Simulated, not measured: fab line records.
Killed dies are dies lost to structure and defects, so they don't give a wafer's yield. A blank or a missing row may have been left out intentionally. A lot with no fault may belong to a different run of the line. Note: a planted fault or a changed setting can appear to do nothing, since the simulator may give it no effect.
Which of the tools did it? ; flow berkeleyCmos170 ; Sampling: 15 lots, 45 wafers, 3 of 331 route steps

## WHAT THE GAUGES READ, wafer by wafer
UCB170_CONTACT_THK_MEAS_02.
lot;measured;on;CONTACT_PSG_THK (nm)
L491;day 7 19:18;filmMetro-02;693 694 685
L492;day 8 09:11;filmMetro-02;697 697 696
L494;day 8 22:05;filmMetro-02;703 704 704
L495;day 9 01:56;filmMetro-02;697 693 697
L497;day 9 03:26;filmMetro-03;706 706 702
L496;day 9 15:42;filmMetro-03;701 700 701
L499;day 9 15:42;filmMetro-02;701 705 705
L498;day 9 15:45;filmMetro-04;715 712 716
L501;day 10 04:45;filmMetro-03;700 698 703
L508;day 11 15:43;filmMetro-03;708 701 706
L509;day 12 09:30;filmMetro-04;702 704 702
L510;day 12 15:30;filmMetro-04;711 710 716
L513;day 13 06:11;filmMetro-02;698 696 698
L512;day 13 06:12;filmMetro-03;693 701 695
L511;day 13 06:16;filmMetro-03;703 702 700

UCB170_M1_OVL_MEAS_10.
lot;measured;on;M1_OVL (nm)
L491;day 8 00:35;overlay-01;1 0 -4
L492;day 8 13:55;overlay-02;-1 -5 -5
L494;day 9 02:25;overlay-02;5 1 -6
L495;day 9 08:39;overlay-02;-4 2 4
L497;day 9 10:43;overlay-01;5 5 7
L496;day 9 22:13;overlay-01;9 6 5
L499;day 9 21:22;overlay-01;8 9 -2
L498;day 9 22:27;overlay-01;6 11 11
L501;day 10 08:22;overlay-01;0 4 -4
L508;day 11 20:06;overlay-02;-6 8 4
L509;day 12 15:40;overlay-02;-3 -5 -3
L510;day 12 19:22;overlay-02;-4 4 -5
L513;day 13 11:43;overlay-01;6 3 8
L512;day 13 10:55;overlay-01;0 9 -1
L511;day 13 12:12;overlay-01;4 -3 9

## EACH LOT AND THE TOOL THAT RAN IT (in order: tool; ch and the chambers of the sampled wafers; start)
lot;UCB170_CONTACT_ETCH_17
L491;rieDiel-01 ch 2,3, day 7 22:09
L492;rieDiel-04 ch 0,1,3, day 8 11:27
L494;rieDiel-02 ch 0,1,2, day 9 00:20
L495;rieDiel-01 ch 0,1,2, day 9 03:54
L497;rieDiel-04 ch 1,2, day 9 08:17
L496;rieDiel-04 ch 1,2,3, day 9 18:37
L499;rieDiel-02 ch 0,1,2, day 9 18:29
L498;rieDiel-01 ch 0,1,2, day 9 18:44
L501;rieDiel-01 ch 0,2, day 10 06:37
L508;rieDiel-02 ch 0,1,2, day 11 18:08
L509;rieDiel-01 ch 0,1,2, day 12 13:35
L510;rieDiel-01 ch 2,3, day 12 17:28
L513;rieDiel-01 ch 0,1, day 13 09:11
L512;rieDiel-02 ch 0,1,2, day 13 09:02
L511;rieDiel-02 ch 1,2,3, day 13 09:40
- UCB170_CONTACT_ETCH_17: etches BARC in N2/H2.

## AS READ BY THE TOOLS THEMSELVES (means over the sampled wafers that have a number; for cases with no such wafer, the mark the record gives instead)
UCB170_CONTACT_ETCH_17.
lot;tool;drypumpMotorCurrentA (A);oesProductAu (a.u.);throttleValvePct (%)
L491;rieDiel-01;5.6;0.996;13.20
L492;rieDiel-04;6.1;1.014;13.24
L494;rieDiel-02;5.7;1.001;13.36
L495;rieDiel-01;5.5;1.003;13.34
L497;rieDiel-04;5.6;1.018;13.29
L496;rieDiel-04;5.9;1.014;13.27
L499;rieDiel-02;5.7;0.987;13.35
L498;rieDiel-01;5.5;1.011;13.33
L501;rieDiel-01;5.6;0.996;13.26
L508;rieDiel-02;5.8;0.992;13.35
L509;rieDiel-01;5.5;1.002;13.33
L510;rieDiel-01;5.3;1.001;13.23
L513;rieDiel-01;5.3;1.012;13.43
L512;rieDiel-02;5.7;0.992;13.35
L511;rieDiel-02;6.0;0.984;13.31

## THE ANSWER, worked out from the rows above alone
Rule: the usual values come from the lots themselves. Put in order of their means at a reading, lots are off if they are a third of the lots or fewer, leave a main group of 4 or more, and stand apart from it by a gap of 3 or more times the standard deviation of the main group's means; of several such gaps the widest counts. Not used: any main group whose means are identical at the precision the tables above print for the reading. A lot without any number at a reading at which 4 lots or more have one is off too. The other lots that the step has rows for count as sound. First the gauges in route order, then the tools' own readings, where a lot's mean is used as printed above. At the first step where some lot is off, the reading lying furthest off is the one used; lots without a number count as furthest.
Nothing can be told from this: no lot is off at any reading shown.

## WHAT THE SIMULATOR PUT IN
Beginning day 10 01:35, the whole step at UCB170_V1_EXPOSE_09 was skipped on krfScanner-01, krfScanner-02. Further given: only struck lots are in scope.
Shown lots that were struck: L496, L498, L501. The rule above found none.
